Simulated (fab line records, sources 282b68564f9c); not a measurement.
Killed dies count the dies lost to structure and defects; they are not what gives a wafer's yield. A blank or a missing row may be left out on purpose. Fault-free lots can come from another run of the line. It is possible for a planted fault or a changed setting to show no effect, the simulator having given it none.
Split-lot experiment -- flow rit cmos -- 5 lots, 23 wafers read, on a route of 202 steps

== THE SPLIT ITSELF ==
At RIT_PRETRO_COAT_01 (resist thk 1300 nm), the setting resist thk nm was moved away from the recipe's 1300 nm on 5 of the 23 wafers read, by +3.5% to +5.1%. This setting was run at the recipe's value on the other wafers.

== FROM THE SPLIT TO THE READING: what the file shows between them, 3 steps ==
- RIT_PRETRO_SOFTBAKE_02: time 60 s
- RIT_PRETRO_EXPOSE_03: exposes mask M5, target cd 43700 nm
- RIT_PRETRO_DEVELOP_05: develop time 68 s

== THE READING ==
NOVOLAK_of_PRETRO_COAT_01.thk nm (the simulator's own value, which no gauge read), in nm, at RIT_PRETRO_HARDBAKE_07 (time 120 s). The file does not state a usual value for it. Average 1135 nm, standard deviation 2.5 nm, over the 18 wafers here run with the recipe.

wafer,"tool, chamber at the split","resist thk nm as run, nm",against the recipe,"NOVOLAK_of_PRETRO_COAT_01.thk nm, nm",against lot-mates on the recipe
L074.2,"litho track-02, 0",1300,recipe,1136,-
L074.3,"litho track-02, 0",1300,recipe,1133,-
L074.4,"litho track-02, 0",1300,recipe,1133,-
L074.6,"litho track-02, 0",1300,recipe,1133,-
L074.5,"litho track-02, 0",1300,recipe,1134,-
L078.2,"litho track-04, 0",1300,recipe,1139,-
L078.5,"litho track-04, 0",1300,recipe,1139,-
L078.3,"litho track-04, 0",1346,+3.5%,1181,+42
L078.4,"litho track-04, 0",1346,+3.5%,1180,+41
L078.6,"litho track-04, 0",1346,+3.5%,1177,+38
L081.1,"litho track-02, 0",1300,recipe,1137,-
L081.2,"litho track-02, 0",1300,recipe,1135,-
L081.3,"litho track-02, 0",1300,recipe,1136,-
L081.4,"litho track-02, 0",1300,recipe,1138,-
L081.5,"litho track-02, 0",1300,recipe,1133,-
L083.1,"litho track-01, 0",1300,recipe,1135,-
L083.4,"litho track-01, 0",1300,recipe,1135,-
L083.3,"litho track-01, 0",1300,recipe,1131,-
L085.1,"litho track-02, 0",1300,recipe,1132,-
L085.2,"litho track-02, 0",1366,+5.1%,1197,+61
L085.4,"litho track-02, 0",1300,recipe,1139,-
L085.5,"litho track-02, 0",1366,+5.1%,1194,+58
L085.6,"litho track-02, 0",1300,recipe,1138,-

THE FIT
A straight line over all 23 wafers: NOVOLAK_of_PRETRO_COAT_01.thk nm changes by +12.1 nm for each +1% of resist thk nm; r = +0.99; the points scatter about the line by 2.5 nm.
The same after taking each lot's own level away (the mean of its wafers on the recipe; 23 wafers): +11.6 nm for each +1%; r = +1.00; scatter 1.9 nm.
On that fit, the largest move of resist thk nm shifts the reading by 59 nm.
The span of the lots' own levels, 1133.7 to 1139.0 nm, comes to 2.1 times the standard deviation stated above.
Hence the lot-to-lot level has little effect on the slope; both slopes agree.
Check: with one of the wafers moved furthest among these (+5.1%) left out of the fit, the line predicts +57.8 nm for it against its lot-mates. Against them it came out at +60.7 nm.

== OTHER SPLITS APPLIED TO THESE WAFERS ==
Note: prior to the reading, these wafers also went through further splits. Each is held against what the fit with the lots' levels taken away leaves over:
other split on the same wafers,wafers away from the commonest value,r with NOVOLAK_of_PRETRO_COAT_01.thk nm (lot level and that fit taken away)
RIT_ACTIVE_CVD_03 time s,15,-0.04
RIT_ACTIVE_COAT_06 resist thk nm,7,-0.42
RIT_ACTIVE_STRIP_14 pressure mtorr,18,+0.00
RIT_FOX1_OXIDATION_00 temp c,18,-0.08
RIT_PWELL_IMPLANT_08 energy kev,7,-0.13

== THE WHOLE CHAIN: every reading that the file lists as answering this split, in the file's order ==
step,what it does,reading,change (the file's fit),r (the file's)
RIT_PRETRO_COAT_01,resist thk 1300 nm,"NOVOLAK_of_PRETRO_COAT_01.thk nm (the simulator's own value, which no gauge read)",+13.5 nm for each +1% of the setting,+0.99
RIT_PRETRO_HARDBAKE_07,time 120 s,"NOVOLAK_of_PRETRO_COAT_01.thk nm (the simulator's own value, which no gauge read)",+11.6 nm for each +1% of the setting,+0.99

== THE FILE'S OWN FIT ==
NOVOLAK_of_PRETRO_COAT_01.thk nm changes by +11.6 nm for each +1% of resist thk nm, r = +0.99.
